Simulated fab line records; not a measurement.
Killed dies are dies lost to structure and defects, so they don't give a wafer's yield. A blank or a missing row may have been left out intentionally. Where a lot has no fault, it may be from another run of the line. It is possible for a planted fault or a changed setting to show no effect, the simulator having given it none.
Which tool did it? + flow rit cmos + Sampling: 13 lots, 39 wafers, 2 of 202 route steps

== WHAT EACH GAUGE READ, for each wafer ==
RIT_CONTACT_THK_MEAS_01. Usual: CONTACT_TEOS_THK gives 400 nm (standard deviation 5.2).
| lot  | measured    | on            | CONTACT_TEOS_THK (nm) | flag |
|------|-------------|---------------|-----------------------|------|
| L136 | day 3 08:17 | film metro-01 | 402 407 408           |      |
| L137 | day 3 10:10 | film metro-04 | 398 406 407           |      |
| L138 | day 3 18:28 | film metro-04 | 392 395 402           |      |
| L139 | day 3 20:07 | film metro-04 | 405 406 404           |      |
| L140 | day 4 02:45 | film metro-02 | 395 388 401           |      |
| L141 | day 4 04:47 | film metro-04 | 397 404 400           |      |
| L142 | day 4 09:20 | film metro-04 | 401 400 404           |      |
| L143 | day 4 12:52 | film metro-01 | 396 404 403           |      |
| L144 | day 4 19:11 | film metro-04 | 391 402 399           |      |
| L150 | day 6 00:59 | film metro-04 | 391 405 406           |      |
| L154 | day 6 20:30 | film metro-04 | 389 517 534           | OFF  |
| L156 | day 7 07:21 | film metro-04 | 397 398 399           |      |
| L158 | day 7 17:27 | film metro-02 | 402 398 406           |      |

== WHICH TOOL RAN EACH LOT (tool, then ch and the chambers of the sampled wafers, then the start) ==
| lot  | RIT_CONTACT_CVD_00             |
|------|--------------------------------|
| L136 | pecvd-01 ch 1,2, day 3 08:13   |
| L137 | pecvd-02 ch 0,1, day 3 10:06   |
| L138 | pecvd-04 ch 0,1,2, day 3 18:25 |
| L139 | pecvd-01 ch 0,1, day 3 20:03   |
| L140 | pecvd-02 ch 0,1,2, day 4 02:42 |
| L141 | pecvd-04 ch 0,1,2, day 4 04:44 |
| L142 | pecvd-01 ch 0,1,2, day 4 09:17 |
| L143 | pecvd-02 ch 1,2, day 4 12:49   |
| L144 | pecvd-04 ch 0,1,2, day 4 19:08 |
| L150 | pecvd-04 ch 0,1, day 6 00:56   |
| L154 | pecvd-02 ch 0,1, day 6 20:27   |
| L156 | pecvd-01 ch 0,1,2, day 7 07:18 |
| L158 | pecvd-04 ch 0,1, day 7 17:23   |
- RIT_CONTACT_CVD_00: deposits SiO2 from TEOS, target thk 400 nm, time 61 s.

== WHAT THE TOOLS THEMSELVES READ (means of the sampled wafers that have a number; where no wafer has one, the mark that the record gives instead) ==
RIT_CONTACT_CVD_00. Usual: heater power w 300 W, standard deviation 53; rf fwd power W 397.2 W, standard deviation 1.5.
| lot  | tool     | heater power w (W) | rf fwd power W (W) | flag |
|------|----------|--------------------|--------------------|------|
| L136 | pecvd-01 | 295                | 397.1              |      |
| L137 | pecvd-02 | 308                | 396.5              |      |
| L138 | pecvd-04 | 297                | 397.8              |      |
| L139 | pecvd-01 | 360                | 394.3              |      |
| L140 | pecvd-02 | 295                | 397.5              |      |
| L141 | pecvd-04 | 263                | 397.5              |      |
| L142 | pecvd-01 | 346                | 397.6              |      |
| L143 | pecvd-02 | 275                | 398.1              |      |
| L144 | pecvd-04 | 268                | 396.1              |      |
| L150 | pecvd-04 | 240                | 397.3              |      |
| L154 | pecvd-02 | 304                | 396.1              |      |
| L156 | pecvd-01 | 348                | 397.0              |      |
| L158 | pecvd-04 | 255                | 397.0              |      |

== THE ANSWER, worked out from the rows above alone ==
Rule: a lot counts as off when the mean over its wafers that have a number is more than 3 standard deviations away from the usual mean. Also off: a lot with no number at a reading for which 4 or more lots have one. Where the step has rows for the other lots, those lots are counted as sound. First the gauges in route order, then the tools' own readings, where a lot's mean is used as printed above. At the first step where some lot is off, the reading lying furthest off is the one used; lots without a number count as furthest.
Off: L154, at RIT_CONTACT_THK_MEAS_01 (CONTACT_TEOS_THK).
If a tool, at a process step before that reading, ran all the lots that are off and no sound lot after the first of them, it fits. Those tools and the gauges at RIT_CONTACT_THK_MEAS_01 are tried in the same way. One fits: pecvd-02 at RIT_CONTACT_CVD_00. A fault onset in the window from L143 (day 4 12:49, its last sound lot) to L154 (day 6 20:27, its first lot off) fits.

== WHAT WAS PUT IN BY THE SIMULATOR ==
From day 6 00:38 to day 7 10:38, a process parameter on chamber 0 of pecvd-02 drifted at RIT_CONTACT_CVD_00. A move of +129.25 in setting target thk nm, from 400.
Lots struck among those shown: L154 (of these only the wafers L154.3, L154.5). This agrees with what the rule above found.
